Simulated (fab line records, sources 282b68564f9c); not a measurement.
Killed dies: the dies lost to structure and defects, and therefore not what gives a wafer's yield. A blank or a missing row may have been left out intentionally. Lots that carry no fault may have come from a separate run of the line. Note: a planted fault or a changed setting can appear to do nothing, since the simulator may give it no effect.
fab line records	flow rit_cmos
record lots=14	wafers=42	last_day=7
route steps=202 shown SILICIDE@162 M1@189
lots that met no fault: taken from a fault-free run of the same line
start_h: hours from the record's opening day to when the first of the lot's shown wafers began	wait_h: hours since the lot's step before	" unchanged from the row above	L1.1+2: a row that stands for several wafers	- no value, or no start was given	* or withheld: withheld	< > ~ a bound
route shown NAME@n: NAME is a module with steps in the file, n the number in the route of the first one	usual: mean/standard deviation of fault-free wafers	same: alike in all rows	chamber/n: place in a boat	sites: the reading at each site	_std_site: standard deviation across them	_edge_site: outer sites' mean less inner sites'	radius_mm: for every site, how far away it sits from the centre of the wafer	mask NAME#n: copy n	behind: the tool/chamber that last shaped the wafer	hold: what put the lot on hold/how long, in hours/how the hold closed	device: which transistor (n, p or np) failed to switch	end of line: the route-end tests of the same wafers	a step without rows: its recipe alone	killed: not the wafer's yield, but the dies lost to structure and defects at the first sort	map: dies across one wafer; x = killed, . = not, _ = none there
set.NAME: the run value of the setting; set.NAME@STEP: its run value at that earlier step	model.NAME: the simulator's own value behind a step, which no gauge read
route steps across a sampled set of lots; one table per step, one row per wafer
services: the hour from which a tool's chamber was out of use, counted from the record's first day as start_h (under 0 if before that day), plus the number of hours and why
## steps
# step RIT_SILICIDE_SPUTTER_01
# recipe material=Ti	target_thk_nm=30	power_w=350	chamber_pressure_pa=0.667	gas=Ar	time_s=240	substrate_temp_c=25
# usual throttle_valve_pct=30.0/0.85
lot.wafer	tool	chamber	start_h	wait_h	throttle_valve_pct
L614.1	pvd_sputter-01	-	56.07	0.0	29.3
L614.3	"	-	"	"	29.7
L614.4	"	-	"	"	28.9
L615.1	pvd_sputter-04	-	60.03	0.0	30.2
L615.3	"	-	"	"	30.4
L615.6	"	-	"	"	30.4
L616.1	pvd_sputter-01	-	69.23	0.0	29.1
L616.2	"	-	"	"	30.8
L616.5	"	-	"	"	30.7
L617.3	pvd_sputter-04	-	72.30	0.0	30.2
L617.4	"	-	"	"	30.4
L617.6	"	-	"	"	30.6
L620.3	pvd_sputter-01	-	86.03	0.0	29.6
L620.4	"	-	"	"	29.2
L620.5	"	-	"	"	31.0
L621.2	pvd_sputter-04	-	91.38	0.0	30.3
L621.4	"	-	"	"	29.9
L621.6	"	-	"	"	30.7
L622.3	pvd_sputter-01	-	95.95	0.0	29.3
L622.4	"	-	"	"	29.3
L622.5	"	-	"	"	29.5
L623.1	pvd_sputter-04	-	101.20	0.0	30.6
L623.5	"	-	"	"	30.0
L623.6	"	-	"	"	30.8
L626.1	pvd_sputter-01	-	114.53	0.0	29.7
L626.3	"	-	"	"	30.8
L626.5	"	-	"	"	28.1
L627.1	pvd_sputter-03	-	120.90	0.0	30.4
L627.3	"	-	"	"	30.0
L627.6	"	-	"	"	27.6
L629.1	pvd_sputter-03	-	130.14	0.0	29.8
L629.2	"	-	"	"	30.3
L629.5	"	-	"	"	29.8
L630.2	pvd_sputter-01	-	134.76	0.0	28.5
L630.3	"	-	"	"	29.1
L630.5	"	-	"	"	31.0
L635.1	pvd_sputter-04	-	160.92	0.0	30.4
L635.4	"	-	"	"	30.3
L635.5	"	-	"	"	30.7
L636.3	pvd_sputter-01	-	165.69	0.0	29.0
L636.5	"	-	"	"	29.5
L636.6	"	-	"	"	29.3
# step RIT_SILICIDE_RS_MEAS_02
# recipe thk_meas_gauge=four-point-probe	reads=Ti_of_SILICIDE_SPUTTER_01
# usual SILICIDE_TI_RS=47.7/0.58
lot.wafer	tool	chamber	start_h	wait_h	SILICIDE_TI_RS[ohm/sq]
L614.1	film_metro-01	-	56.22	0.1	48.4
L614.3	"	-	"	"	49.1
L614.4	"	-	"	"	48.3
L615.1	film_metro-02	-	60.18	0.1	47.0
L615.3	"	-	"	"	47.6
L615.6	"	-	"	"	46.9
L616.1	film_metro-01	-	69.38	0.1	47.4
L616.2	"	-	"	"	48.0
L616.5	"	-	"	"	47.8
L617.3	film_metro-03	-	72.49	0.1	47.0
L617.4	"	-	"	"	47.9
L617.6	"	-	"	"	47.1
L620.3	film_metro-03	-	86.22	0.1	48.6
L620.4	"	-	"	"	48.3
L620.5	"	-	"	"	48.8
L621.2	film_metro-01	-	91.55	0.1	47.4
L621.4	"	-	"	"	47.7
L621.6	"	-	"	"	47.6
L622.3	film_metro-02	-	96.14	0.1	47.9
L622.4	"	-	"	"	48.2
L622.5	"	-	"	"	48.3
L623.1	film_metro-02	-	101.35	0.1	48.4
L623.5	"	-	"	"	48.1
L623.6	"	-	"	"	48.1
L626.1	film_metro-02	-	114.68	0.1	48.2
L626.3	"	-	"	"	48.7
L626.5	"	-	"	"	48.0
L627.1	film_metro-01	-	121.05	0.1	46.6
L627.3	"	-	"	"	47.1
L627.6	"	-	"	"	47.0
L629.1	film_metro-02	-	130.29	0.1	48.8
L629.2	"	-	"	"	48.5
L629.5	"	-	"	"	48.8
L630.2	film_metro-02	-	134.93	0.1	47.1
L630.3	"	-	"	"	47.1
L630.5	"	-	"	"	47.2
L635.1	film_metro-02	-	161.07	0.1	47.0
L635.4	"	-	"	"	47.3
L635.5	"	-	"	"	47.2
L636.3	film_metro-02	-	165.88	0.1	47.4
L636.5	"	-	"	"	47.6
L636.6	"	-	"	"	47.6
# step RIT_SILICIDE_RTA_04
# recipe temp_c=650	time_s=10	idle_temp_c=25	ramp_up_s=5	ramp_down_s=5	cool_to_c=25	ambient=N2
# usual wafer_temp_C_max=653.2/1.3
lot.wafer	tool	chamber	start_h	wait_h	wafer_temp_C_max
L614.1	rtp_anneal-01	0	56.40	0.1	653.0
L614.3	"	0	"	"	652.4
L614.4	"	0	"	"	654.9
L615.1	rtp_anneal-01	0	60.36	0.1	655.6
L615.3	"	0	"	"	654.1
L615.6	"	0	"	"	654.5
L616.1	rtp_anneal-01	0	69.56	0.1	655.0
L616.2	"	0	"	"	653.6
L616.5	"	0	"	"	654.7
L617.3	rtp_anneal-02	0	72.65	0.1	651.6
L617.4	"	0	"	"	652.1
L617.6	"	0	"	"	652.2
L620.3	rtp_anneal-01	0	86.38	0.1	655.3
L620.4	"	0	"	"	654.7
L620.5	"	0	"	"	654.4
L621.2	rtp_anneal-02	0	91.74	0.1	651.3
L621.4	"	0	"	"	651.7
L621.6	"	0	"	"	651.7
L622.3	rtp_anneal-01	0	96.31	0.1	653.2
L622.4	"	0	"	"	654.3
L622.5	"	0	"	"	655.2
L623.1	rtp_anneal-02	0	101.53	0.1	652.8
L623.5	"	0	"	"	651.8
L623.6	"	0	"	"	651.5
L626.1	rtp_anneal-01	0	114.86	0.1	653.3
L626.3	"	0	"	"	653.6
L626.5	"	0	"	"	653.9
L627.1	rtp_anneal-02	0	121.23	0.1	652.1
L627.3	"	0	"	"	651.7
L627.6	"	0	"	"	652.1
L629.1	rtp_anneal-02	0	130.47	0.1	651.4
L629.2	"	0	"	"	651.6
L629.5	"	0	"	"	651.8
L630.2	rtp_anneal-01	0	135.10	0.1	654.0
L630.3	"	0	"	"	654.0
L630.5	"	0	"	"	653.4
L635.1	rtp_anneal-02	0	161.25	0.1	653.2
L635.4	"	0	"	"	652.0
L635.5	"	0	"	"	652.1
L636.3	rtp_anneal-01	0	166.04	0.1	653.7
L636.5	"	0	"	"	653.0
L636.6	"	0	"	"	654.7
# step RIT_M1_SOFTBAKE_05
# recipe resist=NOVOLAK	temp_c=90	time_s=60
# usual heater_power_total_W=34.56/0.049	run_length_s=89.05/0.19
lot.wafer	tool	chamber	start_h	wait_h	heater_power_total_W	run_length_s
L614.1	litho_track-02	0	59.65	0.1	34.52	88.97
L614.3	"	0	"	"	34.57	88.90
L614.4	"	0	"	"	34.53	88.95
L615.1	litho_track-02	0	63.67	0.1	34.59	89.03
L615.3	"	0	"	"	34.64	88.80
L615.6	"	0	"	"	34.59	89.00
L616.1	litho_track-02	0	72.73	0.1	34.50	88.89
L616.2	"	0	"	"	34.58	89.13
L616.5	"	0	"	"	34.65	88.87
L617.3	litho_track-02	0	76.07	0.1	34.62	88.96
L617.4	"	0	"	"	34.54	88.87
L617.6	"	0	"	"	34.53	89.12
L620.3	litho_track-02	0	89.73	0.1	34.57	88.95
L620.4	"	0	"	"	34.48	88.85
L620.5	"	0	"	"	34.52	88.91
L621.2	litho_track-04	0	95.28	0.1	34.63	89.17
L621.4	"	0	"	"	34.48	89.22
L621.6	"	0	"	"	34.65	89.35
L622.3	litho_track-02	0	99.77	0.1	34.55	88.96
L622.4	"	0	"	"	34.58	88.77
L622.5	"	0	"	"	34.53	89.04
L623.1	litho_track-01	0	104.82	0.1	34.54	89.46
L623.5	"	0	"	"	34.60	89.16
L623.6	"	0	"	"	34.57	89.34
L626.1	litho_track-02	0	118.31	0.1	34.54	88.95
L626.3	"	0	"	"	34.53	88.81
L626.5	"	0	"	"	34.50	89.19
L627.1	litho_track-02	0	124.54	0.1	38.20	72.30
L627.3	"	0	"	"	38.11	71.90
L627.6	"	0	"	"	38.02	72.15
L629.1	litho_track-04	0	133.94	0.1	34.52	89.46
L629.2	"	0	"	"	34.48	89.30
L629.5	"	0	"	"	34.46	89.17
L630.2	litho_track-02	0	138.35	0.1	38.09	71.83
L630.3	"	0	"	"	38.06	72.16
L630.5	"	0	"	"	38.17	72.02
L635.1	litho_track-04	0	164.76	0.1	34.49	89.26
L635.4	"	0	"	"	34.51	89.47
L635.5	"	0	"	"	34.54	89.30
L636.3	litho_track-01	0	169.37	0.1	34.55	89.10
L636.5	"	0	"	"	34.56	89.18
L636.6	"	0	"	"	34.55	89.07
# step RIT_M1_PROBE_99
# usual defect_limited_yield=97.3/1.3	killed_at_contacts=0.1/0.25	killed_at_front_end=7/3.3	killed_dies=7/3.3	killed_open=3.6/2	killed_short=3.6/2.1	sort_bin_3_pad_short=0.1/0.25	sort_bin_5_function=1.6/0.91	sort_bin_6_memory=1.0/0.65	sort_n_pass=257/3.3	sort_yield_pct=97.3/1.3
# same gross_dies=264	killed_at_M0_to_M3=0	killed_at_M4_up=0	killed_at_back_side=0	killed_at_other=0
lot.wafer	tool	chamber	start_h	wait_h	defect_limited_yield[%]	killed_at_contacts	killed_at_front_end	killed_dies	killed_open	killed_short	sort_bin_3_pad_short[%]	sort_bin_5_function[%]	sort_bin_6_memory[%]	sort_n_pass	sort_yield_pct[%]
L614.1	prober-02	-	63.44	0.1	94.3	0	15	15	7	8	0.8	1.1	3.8	249	94.3
L614.3	prober-02	-	63.54	0.2	97.7	0	6	6	3	3	0.4	1.1	0.8	258	97.7
L614.4	prober-02	-	63.59	0.2	97.0	0	8	8	3	5	0	1.9	1.1	256	97.0
L615.1	prober-01	-	67.03	0.1	97.0	0	8	8	5	3	0.4	1.1	1.5	256	97.0
L615.3	prober-01	-	67.13	0.2	97.3	0	7	7	3	4	0	1.5	1.1	257	97.3
L615.6	prober-01	-	67.28	0.2	96.2	0	10	10	6	4	0	2.7	1.1	254	96.2
L616.1	prober-02	-	76.38	0.1	97.0	0	8	8	4	4	0	1.5	1.5	256	97.0
L616.2	prober-02	-	76.43	0.1	99.2	0	2	2	2	0	0	0.4	0.4	262	99.2
L616.5	prober-02	-	76.58	0.2	98.1	0	5	5	3	2	0	1.1	0.8	259	98.1
L617.3	prober-01	-	79.60	0.2	96.6	0	9	9	5	4	0	2.3	1.1	255	96.6
L617.4	prober-01	-	79.65	0.2	97.7	0	6	6	5	1	0	1.1	1.1	258	97.7
L617.6	prober-01	-	79.75	0.2	98.1	0	5	5	3	2	0	1.1	0.8	259	98.1
L620.3	prober-02	-	94.06	0.2	93.9	0	16	16	10	6	0	4.5	1.5	248	93.9
L620.4	prober-02	-	94.11	0.2	98.1	0	5	5	2	3	0	1.5	0.4	259	98.1
L620.5	prober-02	-	94.16	0.2	94.3	1	14	15	7	8	0.4	3.4	1.9	249	94.3
L621.2	prober-01	-	98.78	0.1	95.8	0	11	11	7	4	0	2.7	1.5	253	95.8
L621.4	prober-01	-	98.88	0.2	97.7	0	6	6	4	2	0	1.1	1.1	258	97.7
L621.6	prober-01	-	98.98	0.2	97.7	0	6	6	1	5	0	0.8	1.5	258	97.7
L622.3	prober-02	-	103.66	0.2	96.2	1	9	10	3	7	0	1.9	1.9	254	96.2
L622.4	prober-02	-	103.71	0.2	97.0	0	8	8	7	1	0	2.3	0.8	256	97.0
L622.5	prober-02	-	103.76	0.2	97.3	0	7	7	4	3	0	1.5	1.1	257	97.3
L623.1	prober-01	-	108.54	0.1	98.1	0	5	5	2	3	0	1.1	0.8	259	98.1
L623.5	prober-01	-	108.74	0.2	98.5	0	4	4	1	3	0	1.5	0	260	98.5
L623.6	prober-01	-	108.79	0.2	96.6	0	9	9	4	5	0	2.3	1.1	255	96.6
L626.1	prober-02	-	121.55	0.1	98.5	0	4	4	3	1	0	0.4	1.1	260	98.5
L626.3	prober-02	-	121.65	0.2	97.0	1	7	8	2	6	0.8	1.5	0.8	256	97.0
L626.5	prober-02	-	121.75	0.2	95.8	0	11	11	6	5	0.8	2.7	0.8	253	95.8
L627.1	prober-01	-	127.95	0.1	97.0	0	8	8	5	3	0	2.7	0.4	256	97.0
L627.3	prober-01	-	128.05	0.2	97.3	0	7	7	4	3	0	1.1	1.5	257	97.3
L627.6	prober-01	-	128.20	0.2	97.0	0	8	8	5	3	0	1.5	1.5	256	97.0
L629.1	prober-01	-	137.31	0.1	95.1	0	13	13	5	8	0	3.0	1.9	251	95.1
L629.2	prober-01	-	137.36	0.1	96.6	1	8	9	5	4	0.4	1.9	1.1	255	96.6
L629.5	prober-01	-	137.51	0.2	97.0	0	8	8	4	4	0	1.9	1.1	256	97.0
L630.2	prober-02	-	142.15	0.1	97.3	0	7	7	3	4	0	1.1	1.5	257	97.3
L630.3	prober-02	-	142.20	0.2	97.0	0	8	8	5	3	0.4	1.9	0.8	256	97.0
L630.5	prober-02	-	142.30	0.2	97.0	0	8	8	4	4	0	2.7	0.4	256	97.0
L635.1	prober-01	-	169.16	0.1	97.3	0	7	7	2	5	0	2.3	0.4	257	97.3
L635.4	prober-01	-	169.31	0.2	96.6	0	9	9	5	4	0	1.9	1.5	255	96.6
L635.5	prober-01	-	169.36	0.2	96.6	0	9	9	3	6	1.1	1.5	0.8	255	96.6
L636.3	prober-02	-	174.01	0.2	98.9	0	3	3	1	2	0	0.4	0.8	261	98.9
L636.5	prober-02	-	174.11	0.2	98.1	0	5	5	2	3	0.4	0.8	0.8	259	98.1
L636.6	prober-02	-	174.16	0.2	98.1	0	5	5	1	4	0	1.5	0.4	259	98.1
# killed by level:class
L614.1 GATE:geometric_particle:short=6 FOX1:geometric_particle:open=2 GATE:geometric_particle:open=2 FOX1:geometric_particle:short=1 FOX2:geometric_particle:open=1 REOX:geometric_particle:open=1 SPACER:geometric_particle:open=1 SILICIDE:geometric_particle:short=1
L614.3 GATE:geometric_particle:open=3 FOX1:geometric_particle:short=1 GATE:geometric_particle:short=1 SILICIDE:geometric_particle:short=1
L614.4 FOX1:geometric_particle:short=2 FOX1:geometric_particle:open=1 GATE:geometric_particle:short=1 GATE:geometric_particle:open=1 REOX:geometric_particle:short=1 REOX:geometric_particle:open=1 SPACER:geometric_particle:short=1
L615.1 GATE:geometric_particle:short=3 GATE:geometric_particle:open=2 FOX1:geometric_particle:open=1 REOX:geometric_particle:open=1 SILICIDE:geometric_particle:open=1
L615.3 GATE:geometric_particle:short=3 GATE:geometric_particle:open=2 REOX:geometric_particle:open=1 SILICIDE:geometric_particle:short=1
L615.6 FOX1:geometric_particle:open=2 FOX2:geometric_particle:open=2 GATE:geometric_particle:open=2 REOX:geometric_particle:short=2 FOX2:geometric_particle:short=1 GATE:geometric_particle:short=1
L616.1 GATE:geometric_particle:short=2 GATE:geometric_particle:open=2 FOX1:geometric_particle:short=1 FOX1:geometric_particle:open=1 REOX:geometric_particle:open=1 SILICIDE:geometric_particle:short=1
L616.2 GATE:geometric_particle:open=1 SPACER:geometric_particle:open=1
L616.5 GATE:geometric_particle:open=3 REOX:geometric_particle:short=1 SPACER:geometric_particle:short=1
L617.3 GATE:geometric_particle:open=4 GATE:geometric_particle:short=4 REOX:geometric_particle:open=1
L617.4 SPACER:geometric_particle:open=2 GATE:geometric_particle:short=1 GATE:geometric_particle:open=1 REOX:geometric_particle:open=1 SILICIDE:geometric_particle:open=1
L617.6 GATE:geometric_particle:short=2 GATE:geometric_particle:open=1 SPACER:geometric_particle:open=1 SILICIDE:geometric_particle:open=1
L620.3 GATE:geometric_particle:open=3 REOX:geometric_particle:open=3 SILICIDE:geometric_particle:short=3 SILICIDE:geometric_particle:open=3 FOX1:geometric_particle:short=1 FOX2:geometric_particle:open=1 GATE:geometric_particle:short=1 SPACER:geometric_particle:short=1
L620.4 FOX1:geometric_particle:short=1 GATE:geometric_particle:open=1 REOX:geometric_particle:short=1 SPACER:geometric_particle:short=1 SPACER:geometric_particle:open=1
L620.5 SPACER:geometric_particle:short=3 FOX2:geometric_particle:open=2 GATE:geometric_particle:short=2 FOX1:geometric_particle:short=1 FOX1:geometric_particle:open=1 FOX2:geometric_particle:short=1 GATE:geometric_particle:open=1 REOX:geometric_particle:short=1
L621.2 GATE:geometric_particle:short=4 GATE:geometric_particle:open=3 SPACER:geometric_particle:open=2 SILICIDE:geometric_particle:open=2
L621.4 GATE:geometric_particle:open=2 SILICIDE:geometric_particle:open=2 GATE:geometric_particle:short=1 REOX:geometric_particle:short=1
L621.6 GATE:geometric_particle:short=3 SILICIDE:geometric_particle:short=2 GATE:geometric_particle:open=1
L622.3 GATE:geometric_particle:short=3 FOX2:geometric_particle:short=2 FOX1:geometric_particle:short=1 GATE:geometric_particle:open=1 SPACER:geometric_particle:open=1 SILICIDE:geometric_particle:open=1 CONTACT:geometric_particle:short=1
L622.4 GATE:geometric_particle:open=5 FOX2:geometric_particle:open=1 SILICIDE:geometric_particle:short=1 SILICIDE:geometric_particle:open=1
L622.5 REOX:geometric_particle:open=3 FOX1:geometric_particle:short=1 GATE:geometric_particle:short=1 SILICIDE:geometric_particle:short=1 SILICIDE:geometric_particle:open=1
L623.1 FOX1:geometric_particle:short=2 GATE:geometric_particle:open=2 SPACER:geometric_particle:short=1
L623.5 GATE:geometric_particle:short=2 GATE:geometric_particle:open=1 SILICIDE:geometric_particle:short=1
L623.6 GATE:geometric_particle:open=4 GATE:geometric_particle:short=2 FOX1:geometric_particle:short=1 REOX:geometric_particle:short=1 SILICIDE:geometric_particle:short=1
L626.1 FOX1:geometric_particle:open=1 FOX2:geometric_particle:short=1 GATE:geometric_particle:open=1 SILICIDE:geometric_particle:open=1
L626.3 GATE:geometric_particle:short=3 FOX1:geometric_particle:open=1 FOX1:geometric_particle:short=1 FOX2:geometric_particle:short=1 SILICIDE:geometric_particle:open=1 CONTACT:geometric_particle:short=1
L626.5 FOX1:geometric_particle:open=2 FOX1:geometric_particle:short=2 FOX2:geometric_particle:short=2 GATE:geometric_particle:open=2 GATE:geometric_particle:short=1 REOX:geometric_particle:open=1 SILICIDE:geometric_particle:open=1
L627.1 SILICIDE:geometric_particle:open=3 GATE:geometric_particle:short=2 GATE:geometric_particle:open=2 SPACER:geometric_particle:short=1
L627.3 GATE:geometric_particle:short=2 FOX1:geometric_particle:open=1 FOX2:geometric_particle:short=1 GATE:geometric_particle:open=1 REOX:geometric_particle:open=1 SPACER:geometric_particle:open=1
L627.6 GATE:geometric_particle:open=3 FOX1:geometric_particle:open=1 REOX:geometric_particle:short=1 SPACER:geometric_particle:short=1 SPACER:geometric_particle:open=1 SILICIDE:geometric_particle:short=1
L629.1 REOX:geometric_particle:short=3 FOX1:geometric_particle:short=2 GATE:geometric_particle:open=2 SILICIDE:geometric_particle:short=2 FOX1:geometric_particle:open=1 FOX2:geometric_particle:short=1 SPACER:geometric_particle:open=1 SILICIDE:geometric_particle:open=1
L629.2 GATE:geometric_particle:open=3 SPACER:geometric_particle:short=2 SPACER:geometric_particle:open=1 SILICIDE:geometric_particle:open=1 SILICIDE:geometric_particle:short=1 CONTACT:geometric_particle:short=1
L629.5 GATE:geometric_particle:open=3 GATE:geometric_particle:short=2 FOX1:geometric_particle:short=1 FOX2:geometric_particle:open=1 SPACER:geometric_particle:short=1
L630.2 FOX2:geometric_particle:short=2 FOX2:geometric_particle:open=1 GATE:geometric_particle:short=1 GATE:geometric_particle:open=1 REOX:geometric_particle:short=1 SILICIDE:geometric_particle:open=1
L630.3 FOX1:geometric_particle:open=2 SILICIDE:geometric_particle:open=2 GATE:geometric_particle:short=1 REOX:geometric_particle:short=1 SPACER:geometric_particle:open=1 SILICIDE:geometric_particle:short=1
L630.5 SILICIDE:geometric_particle:short=2 FOX1:geometric_particle:open=1 FOX2:geometric_particle:open=1 GATE:geometric_particle:short=1 SPACER:geometric_particle:short=1 SPACER:geometric_particle:open=1 SILICIDE:geometric_particle:open=1
L635.1 GATE:geometric_particle:open=2 SPACER:geometric_particle:short=2 FOX1:geometric_particle:short=1 REOX:geometric_particle:short=1 SILICIDE:geometric_particle:short=1
L635.4 GATE:geometric_particle:open=3 REOX:geometric_particle:short=2 REOX:geometric_particle:open=1 SPACER:geometric_particle:open=1 SPACER:geometric_particle:short=1 SILICIDE:geometric_particle:short=1
L635.5 GATE:geometric_particle:short=2 SPACER:geometric_particle:short=2 FOX1:geometric_particle:open=1 FOX1:geometric_particle:short=1 GATE:geometric_particle:open=1 SILICIDE:geometric_particle:short=1 SILICIDE:geometric_particle:open=1
L636.3 FOX1:geometric_particle:short=1 REOX:geometric_particle:short=1 REOX:geometric_particle:open=1
L636.5 GATE:geometric_particle:short=2 REOX:geometric_particle:open=1 SILICIDE:geometric_particle:open=1 SILICIDE:geometric_particle:short=1
L636.6 FOX1:geometric_particle:open=1 GATE:geometric_particle:short=1 REOX:geometric_particle:short=1 SPACER:geometric_particle:short=1 SILICIDE:geometric_particle:short=1
## services
tool	chamber	start_h	hours	kind
rtp_anneal-02	-	59.20	3.2	pm
pvd_sputter-01	-	140.35	2.2	repair
## key
first_sign step=RIT_M1_SOFTBAKE_05	reading=run_length_s	direction=down	sigmas=89	usual=*	struck=*
effect step=RIT_M1_SOFTBAKE_05	reading=heater_power_total_W	direction=up	sigmas=72	usual=34.56	struck=38.11
met_at RIT_M1_SOFTBAKE_05
struck_lots L627,L630
loop_trim step=RIT_M1_EXPOSE_06	setting=dose	lots=L630
not_acting_at RIT_SILICIDE_SPUTTER_01,RIT_SILICIDE_RS_MEAS_02,RIT_SILICIDE_RTA_04
onset_between 118.31 124.54
fault kind=process_parameter_drift	tool=litho_track-02	chamber=-	onset_h=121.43	steps=RIT_M1_SOFTBAKE_05	channel=time_s	offset=*	shape=step	acts_in=*	stated=*
# loop_trim: a control loop set the setting to another value than it would have without faults
